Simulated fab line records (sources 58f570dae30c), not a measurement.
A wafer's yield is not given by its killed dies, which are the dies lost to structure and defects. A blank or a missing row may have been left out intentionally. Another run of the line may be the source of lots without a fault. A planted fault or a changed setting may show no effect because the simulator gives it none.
Problem report, 8D (eight disciplines) form, completed by code    flow berkeleyCmos170    the parts of the form that need people (team, actions taken, sign-off) are left out

1. THE PROBLEM
Wafers without a fault read 0.858 a.u., standard deviation 0.011; oesProductAu at UCB170_M3_METAL_ETCH_18 reads a mean of 0.804 a.u. on 4 wafers belonging to 2 lots. That is -4.9 standard deviations from the usual mean.
The step: etches Al in Cl2/BCl3, stops on SiO2, target depth 1170 nm, time 195 s.
First seen on wafer L609.1, day 10 21:17, on rieMetal-03. At this step, 18 wafers from 6 lots have a number in the record. Rule for "out", or "out of limits": more than 4 standard deviations from the usual mean. The rest of the wafers with a number are treated as sound.

2. WHAT IT IS AND WHAT IT IS NOT
question                     is                              is not
which readings at this step  oesProductAu                    drypumpMotorCurrentA, rfFwdPowerW, throttleValvePct
which lots                   L609, L617                      L606, L607, L612, L615
which wafers of those lots   L609.1, L609.5, L617.1, L617.4  L609.2, L617.2
read on which tools          rieMetal-03                     rieMetal-02, rieMetal-04
when                         from day 10 21:17               up to then (13 sound wafers); but 1 sound wafer of L617 came after

3. WHAT RULES OUT EACH SUSPECT
Counting: a tool at a process step up to the reading stays a suspect if it ran every lot that is out. Sound lots after the first of them don't rule it out here, since some wafers of a struck lot are sound.
- plasmaAsher-03 at UCB170_M3_STRIP_07 (strips in O2): kept. It processed each lot that is out (first: L609, day 10 19:22); up to then, its last sound lot is L612 (day 10 18:11).
- rieMetal-03 at UCB170_M3_METAL_ETCH_18 (etches Al in Cl2/BCl3, stops on SiO2, target depth 1170 nm, time 195 s): kept. It processed each lot that is out (first: L609, day 10 21:17); up to then, its last sound lot is L607 (day 9 19:35). On those wafers its own readings are out: oesProductAu.
- The sound lot-mates ran in chamber 1 of rieMetal-03 at UCB170_M3_METAL_ETCH_18, but the wafers that are out ran in chamber 0.
What counting leaves: plasmaAsher-03 at UCB170_M3_STRIP_07 and rieMetal-03 at UCB170_M3_METAL_ETCH_18.

4. THE CAUSE (what the simulator had put in)
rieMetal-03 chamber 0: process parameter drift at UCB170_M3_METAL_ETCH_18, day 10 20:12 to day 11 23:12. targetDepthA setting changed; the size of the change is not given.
Of the 2 suspects that counting leaves, this tool is one.

5. SEQUENCE OF EFFECTS, ordered by route
Each row: a reading where the mean over the struck wafers with a number is more than 3 standard deviations away from the usual. Only readings whose record carries a usual standard deviation are examined. hours: median over the lots of the time between each lot's start at the first step of this table that gives one and its start at this step. sigmas: the change, counted in usual standard deviations.
hours  step                     reading       usual       on struck wafers  change  sigmas
0      UCB170_M3_METAL_ETCH_18  oesProductAu  0.858 a.u.  0.804             -0.053  -4.9
It contains these process steps:
- UCB170_M3_METAL_ETCH_18: etches Al in Cl2/BCl3, stops on SiO2, target depth 1170 nm, time 195 s.

6. WHAT WOULD HAVE CAUGHT IT SOONER
In this record the first reading out of limits was taken at day 10 21:17, 1 hour after the fault began at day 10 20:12.
